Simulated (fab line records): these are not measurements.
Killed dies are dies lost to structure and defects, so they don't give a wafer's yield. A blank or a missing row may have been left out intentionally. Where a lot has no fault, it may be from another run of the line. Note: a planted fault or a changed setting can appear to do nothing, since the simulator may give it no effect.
fab line records -- flow berkeleyCmos170
record: lots: 14, wafers: 42, lastDay: 11
route steps=331 shown NWELL@18
lots untouched by any fault: they come from a run of this same line in which no faults occurred
startH: hours from the record's opening day to when the first of the lot's shown wafers began -- waitH: time in hours since the lot's previous step -- " identical to the entry in the row above -- L1.1+2: a row that stands for several wafers -- - no value, or no start was given -- * or withheld: withheld -- < > ~ a bound
route shown NAME@n: a module of which the file shows steps, and the number in the route of the first -- usual: average and standard deviation across the fault-free wafers -- same: alike in all rows -- chamber/n: place in a boat -- sites: each site's reading -- _std_site: standard deviation across them -- _edge_site: inner sites' mean taken away from outer sites' mean -- radiusMm: for every site, how far away it sits from the centre of the wafer -- mask NAME#n: copy n -- behind: the most recent tool/chamber to have shaped the wafer -- hold: cause of the lot's hold/its duration in hours/its outcome -- device: transistor that didn't switch, given as n, p or np -- end of line: the route-end tests of the same wafers -- a step given without rows: its recipe and nothing more -- killed: count of dies lost to structure and defects at first sort (not the wafer's yield) -- map: the dies of a wafer, with x for killed, . for not killed, _ for no die there
set.NAME: the setting the step ran with; set.NAME@STEP: the setting that earlier step ran with -- model.NAME: the simulator's own value behind a step, which no gauge read
steps of the route over a sample of lots; a table a step, a row a wafer
services: from which hour (startH, from the record's first day; less than 0 if before it) a tool's chamber was out of use, for how many hours, and why
== steps ==
step: UCB170_NWELL_CVD_04
recipe: material: Si3N4, targetThkNm: 224, tempC: 800, precursor: SiH2Cl2/NH3, timeS: 3212, pressureMtorr: 200, sih2cl2FlowSccm: 25, nh3FlowSccm: 75
lot.wafer,tool,chamber,startH,waitH
L860.1+2+3,lpcvd-01,1,30.68,0.0
L861.1+2+3,lpcvd-02,1,36.48,0.8
L862.1+2+6,lpcvd-01,1,40.15,0.0
L863.1+3+5,lpcvd-01,0,48.18,0.0
L864.1+2+4,lpcvd-01,1,48.18,0.0
L865.2+5+6,lpcvd-01,0,62.14,0.1
L866.1+3+6,lpcvd-01,0,62.14,0.1
L868.1+4+5,lpcvd-01,1,85.96,0.0
L869.1+2+6,lpcvd-01,1,85.96,0.0
L871.2+3+5,lpcvd-02,1,93.21,0.0
L873.1+3+6,lpcvd-02,0,93.21,0.0
L874.2+3+6,lpcvd-02,0,106.15,0.7
L875.1+5+6,lpcvd-02,1,106.15,0.7
L883.2+3+6,lpcvd-01,1,140.08,1.0
step: UCB170_NWELL_THK_MEAS_05
recipe: reads: Si3N4_of_NWELL_CVD_04
usual: NWELL_NITRIDE_THK: 214.2/1.6
lot.wafer,tool,chamber,startH,waitH,NWELL_NITRIDE_THK[nm]
L860.1,filmMetro-04,-,32.62,0.0,217.9
L860.2,filmMetro-04,-,32.62,0.0,215.8
L860.3,filmMetro-04,-,32.62,0.0,216.3
L861.1,filmMetro-01,-,38.41,0.0,212.4
L861.2,filmMetro-01,-,38.41,0.0,212.1
L861.3,filmMetro-01,-,38.41,0.0,213.6
L862.1,filmMetro-04,-,42.08,0.0,212.8
L862.2,filmMetro-04,-,42.08,0.0,213.3
L862.6,filmMetro-04,-,42.08,0.0,212.0
L863.1,filmMetro-03,-,50.12,0.0,214.0
L863.3,filmMetro-03,-,50.12,0.0,214.7
L863.5,filmMetro-03,-,50.12,0.0,215.2
L864.1,filmMetro-04,-,50.12,0.0,216.9
L864.2,filmMetro-04,-,50.12,0.0,216.2
L864.4,filmMetro-04,-,50.12,0.0,215.9
L865.2,filmMetro-04,-,65.05,0.1,209.4
L865.5,filmMetro-04,-,65.05,0.1,212.3
L865.6,filmMetro-04,-,65.05,0.1,211.8
L866.1,filmMetro-04,-,65.10,0.1,215.9
L866.3,filmMetro-04,-,65.10,0.1,214.4
L866.6,filmMetro-04,-,65.10,0.1,212.9
L868.1,filmMetro-01,-,87.90,0.0,213.4
L868.4,filmMetro-01,-,87.90,0.0,211.9
L868.5,filmMetro-01,-,87.90,0.0,212.2
L869.1,filmMetro-03,-,87.90,0.0,213.6
L869.2,filmMetro-03,-,87.90,0.0,216.1
L869.6,filmMetro-03,-,87.90,0.0,214.3
L873.1,filmMetro-01,-,95.15,0.0,213.4
L873.3,filmMetro-01,-,95.15,0.0,214.2
L873.6,filmMetro-01,-,95.15,0.0,212.3
L871.2,filmMetro-03,-,95.16,0.1,216.0
L871.3,filmMetro-03,-,95.16,0.1,216.6
L871.5,filmMetro-03,-,95.16,0.1,214.3
L875.1,filmMetro-01,-,108.08,0.0,317.3
L875.5,filmMetro-01,-,108.08,0.0,317.0
L875.6,filmMetro-01,-,108.08,0.0,318.1
L874.2,filmMetro-04,-,108.09,0.1,319.1
L874.3,filmMetro-04,-,108.09,0.1,317.2
L874.6,filmMetro-04,-,108.09,0.1,316.6
L883.2,filmMetro-04,-,142.02,0.1,214.2
L883.3,filmMetro-04,-,142.02,0.1,212.3
L883.6,filmMetro-04,-,142.02,0.1,213.5
step: UCB170_NWELL_ETCH_13
recipe: chemistry: CH3F/Ar/O2, target: Si3N4, stopOn: SiO2, CH3F_flow_sccm: 20, Ar_flow_sccm: 50, O2_flow_sccm: 7, pressureMtorr: 50, rfW: 450, targetDepthA: 2464, overEtchFrac: 0.1, timeS: 154
usual: CH3F_flow_sccm: 20.00/0.06, drypumpMotorCurrentA: 5.6/0.38, oesProductAu: 0.922/0.016, throttleValvePct: 7.96/0.11
lot.wafer,tool,chamber,startH,waitH,CH3F_flow_sccm,drypumpMotorCurrentA,oesProductAu,rfHoursCounterH,throttleValvePct
L860.1,rieDiel-02,0,33.89,0.0,20.04,5.7,0.923,4,7.96
L860.2,rieDiel-02,3,33.89,0.0,20.06,5.4,0.946,69,7.91
L860.3,rieDiel-02,2,33.89,0.0,19.95,6.2,0.937,109,7.81
L861.1,rieDiel-01,2,39.73,0.0,19.99,6.2,0.908,160,8.09
L861.2,rieDiel-01,0,39.73,0.0,20.05,5.4,0.883,52,7.99
L861.3,rieDiel-01,3,39.73,0.0,19.92,4.9,0.947,11,8.17
L862.1,rieDiel-02,1,43.02,0.0,20.02,5.6,0.919,147,7.99
L862.2,rieDiel-02,0,43.02,0.0,20.05,5.8,0.913,4,7.97
L862.6,rieDiel-02,2,43.02,0.0,19.99,6.2,0.925,-,7.82
L863.1,rieDiel-03,0,51.34,0.0,20.05,5.4,0.904,55,7.85
L863.3,rieDiel-03,2,51.34,0.0,20.05,5.2,0.931,12,8.04
L863.5,rieDiel-03,2,51.34,0.0,20.06,5.2,0.930,-,8.03
L864.1,rieDiel-01,1,51.42,0.0,20.07,5.9,0.919,63,7.87
L864.2,rieDiel-01,2,51.42,0.0,19.91,6.2,0.928,160,8.08
L864.4,rieDiel-01,0,51.42,0.0,20.08,5.4,0.894,53,8.00
L865.2,rieDiel-01,2,66.31,0.0,19.94,6.2,0.902,161,8.09
L865.5,rieDiel-01,3,66.31,0.0,19.89,4.9,0.933,-,8.16
L865.6,rieDiel-01,2,66.31,0.0,20.04,6.2,0.914,-,8.09
L866.1,rieDiel-02,1,66.56,0.0,19.90,5.6,0.935,148,7.97
L866.3,rieDiel-02,2,66.56,0.0,19.91,6.2,0.927,110,7.81
L866.6,rieDiel-02,0,66.56,0.0,20.05,5.7,0.912,-,7.95
L868.1,rieDiel-02,0,88.83,0.0,20.07,5.8,0.921,6,7.95
L868.4,rieDiel-02,1,88.83,0.0,19.91,5.6,0.912,149,7.99
L868.5,rieDiel-02,2,88.83,0.0,20.20,6.2,0.921,-,7.81
L869.1,rieDiel-01,0,89.07,0.0,19.99,5.4,0.893,54,7.99
L869.2,rieDiel-01,1,89.07,0.0,20.07,5.9,0.926,65,7.86
L869.6,rieDiel-01,0,89.07,0.0,20.03,5.4,0.904,-,8.00
L871.2,rieDiel-02,2,96.32,0.0,19.93,6.2,0.929,111,7.82
L871.3,rieDiel-02,3,96.32,0.0,20.02,5.4,0.942,71,7.93
L871.5,rieDiel-02,2,96.32,0.0,20.00,6.2,0.929,-,7.80
L873.1,rieDiel-03,1,96.48,0.0,20.03,6.0,0.920,151,7.99
L873.3,rieDiel-03,2,96.48,0.0,19.99,5.2,0.929,14,8.03
L873.6,rieDiel-03,2,96.48,0.0,19.98,5.2,0.916,-,8.04
L875.1,rieDiel-03,2,109.55,0.0,19.93,5.2,1.009,14,8.05
L875.5,rieDiel-03,1,109.55,0.0,19.97,6.0,1.005,-,8.01
L875.6,rieDiel-03,0,109.55,0.0,19.96,5.4,0.982,-,7.89
L874.2,rieDiel-02,2,109.80,0.0,19.97,6.2,1.023,112,7.81
L874.3,rieDiel-02,0,109.80,0.0,20.05,5.7,1.003,7,7.97
L874.6,rieDiel-02,2,109.80,0.0,19.95,6.1,1.015,-,7.81
L883.2,rieDiel-01,0,142.95,0.0,19.94,5.4,0.900,57,8.01
L883.3,rieDiel-01,3,142.95,0.0,19.99,4.9,0.935,17,8.18
L883.6,rieDiel-01,1,142.95,0.0,20.08,5.9,0.918,-,7.85
== services ==
tool,chamber,startH,hours,kind
rieDiel-02,3,7.73,3.2,repair
rieDiel-02,0,27.83,2.4,repair
rieDiel-01,3,91.98,8.2,repair
rieDiel-01,-,99.03,2.8,pm
rieDiel-02,3,102.05,1.2,repair
rieDiel-01,2,113.89,-,clean
rieDiel-01,2,113.89,32.1,scheduledDown
rieDiel-01,2,113.89,32.1,ventCycle
== key ==
firstSign: step: UCB170_NWELL_THK_MEAS_05, reading: NWELL_NITRIDE_THK, direction: up, sigmas: 63, usual: 214.2, struck: 317.5
effect: step: UCB170_NWELL_ETCH_13, reading: oesProductAu, direction: up, sigmas: 5.4, usual: 0.922, struck: 1.006
metAt UCB170_NWELL_CVD_04
struckLots L874,L875
laterRowsLeftOut L874.3,L874.6,L875.1,L875.5,L875.6
sortLeftOut L874.2,L874.3,L874.6,L875.1,L875.5,L875.6
testerLeftOut L874,L875
onsetBetween 93.21 106.15
fault: kind: processParameterDrift, tool: lpcvd-02, chamber: -, onsetH: 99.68, steps: UCB170_NWELL_CVD_04, channel: targetThkNm, offset: 106.56, shape: step, endH: 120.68, actsIn: theseRecipesOnly, stated: 224
testerLeftOut: of these lots the tester's yield and bins aren't shown, on N5 and GAA mostly nor the transistor test; their killed dies are dies lost to structure and defects alone, not to doping, threshold or leakage, so they don't give the yield
sortLeftOut: the simulated sort isn't trusted on such a fault, so these wafers' sort isn't shown, and their yield isn't known
laterRowsLeftOut: the simulator's readings of these wafers behind a module that went badly wrong aren't trusted and aren't shown, but for the sort
